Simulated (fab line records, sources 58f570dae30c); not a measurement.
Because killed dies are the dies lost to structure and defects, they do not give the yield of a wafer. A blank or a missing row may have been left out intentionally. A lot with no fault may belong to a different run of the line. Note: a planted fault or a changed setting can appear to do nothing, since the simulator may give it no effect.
The tool behind it: which one? + flow berkeley cmos170 + 13 lots with 39 wafers sampled at 3 steps, on a route of 331 steps

== WHAT EACH GAUGE READ, for each wafer ==
UCB170_GATE_CD_MEAS_12 targets a cd of 350 nm.
| lot  | measured     | on        | cd nm (nm)        |
|------|--------------|-----------|-------------------|
| L801 | day 6 14:44  | cd sem-02 | 352.0 351.3 351.2 |
| L802 | day 7 14:52  | cd sem-02 | 350.7 350.4 350.4 |
| L803 | day 7 19:38  | cd sem-01 | 350.1 349.4 348.9 |
| L806 | day 7 19:46  | cd sem-01 | 351.1 350.5 350.4 |
| L805 | day 7 20:00  | cd sem-01 | 349.0 348.3 349.0 |
| L808 | day 8 18:43  | cd sem-02 | 279.8 280.2 279.7 |
| L817 | day 10 03:48 | cd sem-01 | 352.3 351.6 352.1 |
| L816 | day 10 03:59 | cd sem-02 | 352.3 350.3 353.4 |
| L818 | day 10 21:09 | cd sem-01 | 348.1 348.2 350.2 |
| L819 | day 10 21:17 | cd sem-02 | 350.4 350.1 351.2 |
| L823 | day 11 07:49 | cd sem-02 | 349.7 349.7 349.9 |
| L821 | day 11 08:06 | cd sem-02 | 350.7 348.1 350.5 |
| L824 | day 12 03:02 | cd sem-01 | 347.1 348.2 347.3 |

UCB170_SILICIDE_RS_MEAS_02: measures by four-point-probe.
| lot  | measured     | on            | SILICIDE_TI_RS (ohm/sq) |
|------|--------------|---------------|-------------------------|
| L801 | day 7 09:28  | film metro-03 | 25.1 25.1 24.9          |
| L802 | day 8 05:28  | film metro-01 | 25.7 24.9 25.0          |
| L803 | day 8 13:01  | film metro-01 | 25.6 25.8 25.9          |
| L806 | day 8 13:17  | film metro-04 | 25.6 25.2 25.1          |
| L805 | day 8 13:35  | film metro-04 | 25.9 25.3 25.8          |
| L817 | day 10 22:08 | film metro-04 | 25.8 25.3 25.6          |
| L816 | day 10 21:56 | film metro-01 | 24.7 24.9 25.6          |
| L818 | day 11 14:23 | film metro-03 | 25.0 24.9 24.8          |
| L819 | day 11 14:28 | film metro-04 | 25.2 25.0 25.1          |
| L823 | day 12 00:59 | film metro-04 | 25.6 25.2 25.7          |
| L821 | day 12 02:02 | film metro-01 | 26.7 26.4 26.4          |
| L824 | day 12 23:10 | film metro-01 | 25.4 25.1 25.4          |

== WHAT TOOL EACH LOT RAN ON (gives the tool, then ch and the chambers of the sampled wafers, and finally the start) ==
| lot  | UCB170_GATE_EXPOSE_09             |
|------|-----------------------------------|
| L801 | krf scanner-02 ch 0, day 6 14:19  |
| L802 | krf scanner-02 ch 0, day 7 14:28  |
| L803 | krf scanner-02 ch 0, day 7 18:55  |
| L806 | krf scanner-02 ch 0, day 7 19:07  |
| L805 | krf scanner-01 ch 0, day 7 19:29  |
| L808 | krf scanner-02 ch 0, day 8 18:17  |
| L817 | krf scanner-02 ch 0, day 10 03:25 |
| L816 | krf scanner-02 ch 0, day 10 03:31 |
| L818 | krf scanner-01 ch 0, day 10 20:38 |
| L819 | krf scanner-02 ch 0, day 10 20:53 |
| L823 | krf scanner-02 ch 0, day 11 07:14 |
| L821 | krf scanner-02 ch 0, day 11 07:43 |
| L824 | krf scanner-01 ch 0, day 12 02:38 |
- UCB170_GATE_EXPOSE_09: exposes mask POLY, target cd 350 nm.

== AS READ BY THE TOOLS THEMSELVES (means over the sampled wafers that have a number; for cases with no such wafer, the mark the record gives instead) ==
The record holds no such reading with a usual standard deviation.

== THE ANSWER, worked out from the rows above alone ==
Rule: the usual values come from the lots themselves. The widest of any qualifying gaps counts: lots, ordered by their means at a reading, are off when they make up no more than a third of the lots, leave a main group of 4 or more, and stand apart from it by 3 or more times the standard deviation of that group's means. A main group whose means are all the same, to the digits that the tables above print for the reading, isn't used. A lot without any number at a reading at which 4 lots or more have one is off too. Where the step has rows for the other lots, those lots are counted as sound. After the gauges, taken in route order, come the tools' own readings; for these a lot's mean is taken, as printed above. At the first step where some lot is off, the reading lying furthest off is the one used; lots without a number count as furthest.
Off at UCB170_GATE_CD_MEAS_12 (cd nm): L808. Main group: mean 350.1 nm, sd 1.3.
A tool fits if, at a process step before that reading, it ran every lot that is off, and no sound lot after the first of them. Those tools and the gauges at UCB170_GATE_CD_MEAS_12 are tried in the same way. None of those tried fits.

== WHAT WAS PUT IN BY THE SIMULATOR ==
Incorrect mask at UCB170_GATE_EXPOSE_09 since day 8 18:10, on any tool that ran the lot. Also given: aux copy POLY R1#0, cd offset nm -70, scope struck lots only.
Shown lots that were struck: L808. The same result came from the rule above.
